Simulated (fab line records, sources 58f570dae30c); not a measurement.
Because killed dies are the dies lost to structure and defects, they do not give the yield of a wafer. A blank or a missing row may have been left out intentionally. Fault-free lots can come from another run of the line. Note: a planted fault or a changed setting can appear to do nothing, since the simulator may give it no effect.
Which tool did it? :: flow berkeley-cmos170 :: 42 wafers from 14 lots sampled at 3 of the route's 331 steps

== WHAT THE GAUGES SHOWED, per wafer ==
UCB170_SILICIDE_RS_MEAS_02: measures by four-point-probe. Usual: SILICIDE_TI_RS 26.0 ohm/sq, standard deviation 0.32.
lot: L474
measured: day 7 09:32
on: film-metro-04
SILICIDE_TI_RS (ohm/sq): 25.8 26.0 26.1
flag: 

lot: L475
measured: day 7 09:46
on: film-metro-02
SILICIDE_TI_RS (ohm/sq): 25.4 25.0 25.2
flag: 

lot: L477
measured: day 7 23:52
on: film-metro-04
SILICIDE_TI_RS (ohm/sq): 26.3 26.0 26.3
flag: 

lot: L481
measured: day 8 06:50
on: film-metro-03
SILICIDE_TI_RS (ohm/sq): 26.1 26.6 25.9
flag: 

lot: L482
measured: day 8 06:50
on: film-metro-02
SILICIDE_TI_RS (ohm/sq): 26.2 26.0 26.2
flag: 

lot: L484
measured: day 8 23:37
on: film-metro-03
SILICIDE_TI_RS (ohm/sq): 26.3 26.4 25.9
flag: 

lot: L491
measured: day 9 23:35
on: film-metro-03
SILICIDE_TI_RS (ohm/sq): 26.6 26.6 26.4
flag: 

lot: L490
measured: day 9 23:11
on: film-metro-03
SILICIDE_TI_RS (ohm/sq): 26.2 25.9 26.4
flag: 

lot: L493
measured: day 11 00:25
on: film-metro-02
SILICIDE_TI_RS (ohm/sq): 26.1 25.8 26.2
flag: 

lot: L494
measured: day 11 01:21
on: film-metro-02
SILICIDE_TI_RS (ohm/sq): 25.6 25.8 25.7
flag: 

lot: L495
measured: day 11 00:53
on: film-metro-03
SILICIDE_TI_RS (ohm/sq): 26.1 26.0 26.0
flag: 

lot: L497
measured: day 11 09:43
on: film-metro-03
SILICIDE_TI_RS (ohm/sq): 25.9 25.9 25.6
flag: 

== EACH LOT AND THE TOOL THAT RAN IT (in order: tool; ch and the chambers of the sampled wafers; start) ==
lot: L474
UCB170_NWELL_DEVELOP_11: litho-track-03 ch 0, day 2 17:00
UCB170_SDANNEAL_RTA_00: rtp-anneal-02 ch 0, day 7 08:50

lot: L475
UCB170_NWELL_DEVELOP_11: litho-track-04 ch 0, day 2 17:00
UCB170_SDANNEAL_RTA_00: rtp-anneal-02 ch 0, day 7 09:01

lot: L477
UCB170_NWELL_DEVELOP_11: litho-track-03 ch 0, day 3 05:00
UCB170_SDANNEAL_RTA_00: rtp-anneal-01 ch 0, day 7 23:09

lot: L481
UCB170_NWELL_DEVELOP_11: litho-track-03 ch 0, day 3 18:00
UCB170_SDANNEAL_RTA_00: rtp-anneal-01 ch 0, day 8 06:08

lot: L482
UCB170_NWELL_DEVELOP_11: litho-track-03 ch 0, day 3 22:00
UCB170_SDANNEAL_RTA_00: rtp-anneal-02 ch 0, day 8 06:07

lot: L484
UCB170_NWELL_DEVELOP_11: litho-track-03 ch 0, day 4 07:00
UCB170_SDANNEAL_RTA_00: rtp-anneal-01 ch 0, day 8 22:55

lot: L488
UCB170_NWELL_DEVELOP_11: litho-track-02, day 5 11:00
UCB170_SDANNEAL_RTA_00: -

lot: L491
UCB170_NWELL_DEVELOP_11: litho-track-04 ch 0, day 5 18:00
UCB170_SDANNEAL_RTA_00: rtp-anneal-01 ch 0, day 9 22:53

lot: L490
UCB170_NWELL_DEVELOP_11: litho-track-02 ch 0, day 5 18:00
UCB170_SDANNEAL_RTA_00: rtp-anneal-02 ch 0, day 9 22:29

lot: L489
UCB170_NWELL_DEVELOP_11: litho-track-02, day 5 18:00
UCB170_SDANNEAL_RTA_00: -

lot: L493
UCB170_NWELL_DEVELOP_11: litho-track-04 ch 0, day 6 09:00
UCB170_SDANNEAL_RTA_00: rtp-anneal-02 ch 0, day 10 23:43

lot: L494
UCB170_NWELL_DEVELOP_11: litho-track-04 ch 0, day 6 09:00
UCB170_SDANNEAL_RTA_00: rtp-anneal-01 ch 0, day 11 00:38

lot: L495
UCB170_NWELL_DEVELOP_11: litho-track-03 ch 0, day 6 16:00
UCB170_SDANNEAL_RTA_00: rtp-anneal-01 ch 0, day 11 00:10

lot: L497
UCB170_NWELL_DEVELOP_11: litho-track-04 ch 0, day 6 23:00
UCB170_SDANNEAL_RTA_00: rtp-anneal-01 ch 0, day 11 09:00
- UCB170_NWELL_DEVELOP_11: develop time 45 s.
- UCB170_SDANNEAL_RTA_00: time 10 s.

== WHAT THE TOOLS THEMSELVES READ (means of the sampled wafers that have a number; where no wafer has one, the mark that the record gives instead) ==
UCB170_NWELL_DEVELOP_11. Usual: chill-plate-temp-C at 22.97 C, with a standard deviation of 0.1.
lot: L474
tool: litho-track-03
chill-plate-temp-C (C): 23.00
flag: 

lot: L475
tool: litho-track-04
chill-plate-temp-C (C): 22.99
flag: 

lot: L477
tool: litho-track-03
chill-plate-temp-C (C): 22.82
flag: 

lot: L481
tool: litho-track-03
chill-plate-temp-C (C): 23.00
flag: 

lot: L482
tool: litho-track-03
chill-plate-temp-C (C): 23.02
flag: 

lot: L484
tool: litho-track-03
chill-plate-temp-C (C): 22.83
flag: 

lot: L488
tool: litho-track-02
chill-plate-temp-C (C): -
flag: OFF

lot: L491
tool: litho-track-04
chill-plate-temp-C (C): 22.93
flag: 

lot: L490
tool: litho-track-02
chill-plate-temp-C (C): 23.11
flag: 

lot: L489
tool: litho-track-02
chill-plate-temp-C (C): -
flag: OFF

lot: L493
tool: litho-track-04
chill-plate-temp-C (C): 23.06
flag: 

lot: L494
tool: litho-track-04
chill-plate-temp-C (C): 22.93
flag: 

lot: L495
tool: litho-track-03
chill-plate-temp-C (C): 22.86
flag: 

lot: L497
tool: litho-track-04
chill-plate-temp-C (C): 23.05
flag: 

UCB170_SDANNEAL_RTA_00. Usual: lamp-power-pct 25.8 %, standard deviation 2; wafer_temp_C_max 905.4, standard deviation 1.7.
lot: L474
tool: rtp-anneal-02
lamp-power-pct (%): 27.8
wafer_temp_C_max: 903.8
flag: 

lot: L475
tool: rtp-anneal-02
lamp-power-pct (%): 27.8
wafer_temp_C_max: 903.8
flag: 

lot: L477
tool: rtp-anneal-01
lamp-power-pct (%): 23.8
wafer_temp_C_max: 906.4
flag: 

lot: L481
tool: rtp-anneal-01
lamp-power-pct (%): 23.8
wafer_temp_C_max: 906.7
flag: 

lot: L482
tool: rtp-anneal-02
lamp-power-pct (%): 27.8
wafer_temp_C_max: 904.4
flag: 

lot: L484
tool: rtp-anneal-01
lamp-power-pct (%): 23.7
wafer_temp_C_max: 906.7
flag: 

lot: L491
tool: rtp-anneal-01
lamp-power-pct (%): 23.8
wafer_temp_C_max: 907.5
flag: 

lot: L490
tool: rtp-anneal-02
lamp-power-pct (%): 27.9
wafer_temp_C_max: 904.6
flag: 

lot: L493
tool: rtp-anneal-02
lamp-power-pct (%): 27.9
wafer_temp_C_max: 904.4
flag: 

lot: L494
tool: rtp-anneal-01
lamp-power-pct (%): 23.7
wafer_temp_C_max: 906.5
flag: 

lot: L495
tool: rtp-anneal-01
lamp-power-pct (%): 23.7
wafer_temp_C_max: 906.4
flag: 

lot: L497
tool: rtp-anneal-01
lamp-power-pct (%): 23.8
wafer_temp_C_max: 905.0
flag: 

== THE ANSWER, worked out from the rows above alone ==
Rule: a lot counts as off when the mean over its wafers that have a number is more than 3 standard deviations away from the usual mean. A lot without any number at a reading at which 4 lots or more have one is off too. Any other lot the step has rows for is counted as sound. After the gauges, taken in route order, come the tools' own readings; for these a lot's mean is taken, as printed above. At the first step where some lot is off, the reading lying furthest off is the one used; lots without a number count as furthest.
Off, at UCB170_NWELL_DEVELOP_11 on chill-plate-temp-C: L488, L489. Without a number there: L488, L489.
If a tool, at that step or one of the process steps before it, ran each lot that is off and ran no sound lot following the first of them, it fits. Of those tried, none fits.

== WHAT THE SIMULATOR HAD INSERTED ==
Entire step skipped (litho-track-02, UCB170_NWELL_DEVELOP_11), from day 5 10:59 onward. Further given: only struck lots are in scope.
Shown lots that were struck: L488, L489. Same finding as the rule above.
